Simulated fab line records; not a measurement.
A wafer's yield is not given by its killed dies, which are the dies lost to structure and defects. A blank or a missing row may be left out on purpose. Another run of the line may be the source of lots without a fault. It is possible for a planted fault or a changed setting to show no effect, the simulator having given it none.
2 desks looking at one fault | flow rit cmos | only its own numbers are on each desk; what lay behind them is given at the end

## METROLOGY DESK
What the gauges read, lot by lot, whatever tool the lot ran on: means of the sampled wafers that have a number. The brackets show how far a lot's mean lies from the usual mean; more than 4 standard deviations puts the lot out of limits, marked OUT.
Columns: A = M1_AL_RS at RIT_M1_RS_MEAS_01, usual 0.0737 ohm/sq; B = M1_AL_THK at RIT_M1_THK_MEAS_02, usual 403 nm; C = cd nm at RIT_M1_CD_MEAS_09, usual 2599.1 nm; D = M1_OVL at RIT_M1_OVL_MEAS_10, usual -1.1 nm
lot  | first seen here | A      | B   | C      | D
L915 | day 4 01:50     | 0.0744 | 399 | 2598.4 | -1.4
L917 | day 4 11:40     | 0.0732 | 406 | 2601.5 | -1.4
L926 | day 6 09:08     | 0.0736 | 404 | 2599.3 | -0.5
L927 | day 6 12:56     | 0.0729 | 407 | 2599.5 | 0.0
L929 | day 7 00:35     | 0.0721 | 412 | 2599.3 | -0.1
L933 | day 7 19:17     | 0.0738 | 400 | 2599.9 | 0.1
This desk found nothing out of limits on any of the 6 lots.

## THE TOOL OWNER'S DESK: rie metal-01
The tool's own readings at RIT_M1_METAL_ETCH_12 (etches Al in Cl2/BCl3, stops on SiO2, time 165 s, target depth 600 nm): means of the sampled wafers that have a number, for each lot that ran on this tool. The brackets show how far a lot's mean lies from the usual mean; more than 4 standard deviations puts the lot out of limits, marked OUT.
Columns: A = drypump motor current A at RIT_M1_METAL_ETCH_12, usual 5.51 A; B = oes product au at RIT_M1_METAL_ETCH_12, usual 0.784 a.u.; C = throttle valve pct at RIT_M1_METAL_ETCH_12, usual 8.14 %
lot  | first seen here | A    | B                | C
L915 | day 4 03:26     | 5.62 | 0.776            | 8.25
L927 | day 6 14:37     | 5.63 | 0.711 (-5.2) OUT | 8.26
L929 | day 7 02:04     | 5.63 | 0.717 (-4.8) OUT | 8.26
This desk finds L927, L929 out of limits, L927 being first, at day 6 14:37 (oes product au at RIT_M1_METAL_ETCH_12). In limits: L915.

## PUT TOGETHER
On L927, L929, at day 6 14:37, an alarm was possible from the tool owner's desk.
Metrology desk: nothing out of limits seen.
The metrology desk has L927, L929 on record, within its limits.
Of the lots named, all ran RIT_M1_METAL_ETCH_12 on rie metal-01.

## WHAT THE SIMULATOR HAD PUT IN
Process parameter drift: rie metal-01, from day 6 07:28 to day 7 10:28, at RIT_M1_METAL_ETCH_12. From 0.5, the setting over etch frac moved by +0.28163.
Shown lots that were struck: L927, L929.
Each desk's first reading out of limits, in hours after the fault started: the tool owner's desk, 7.
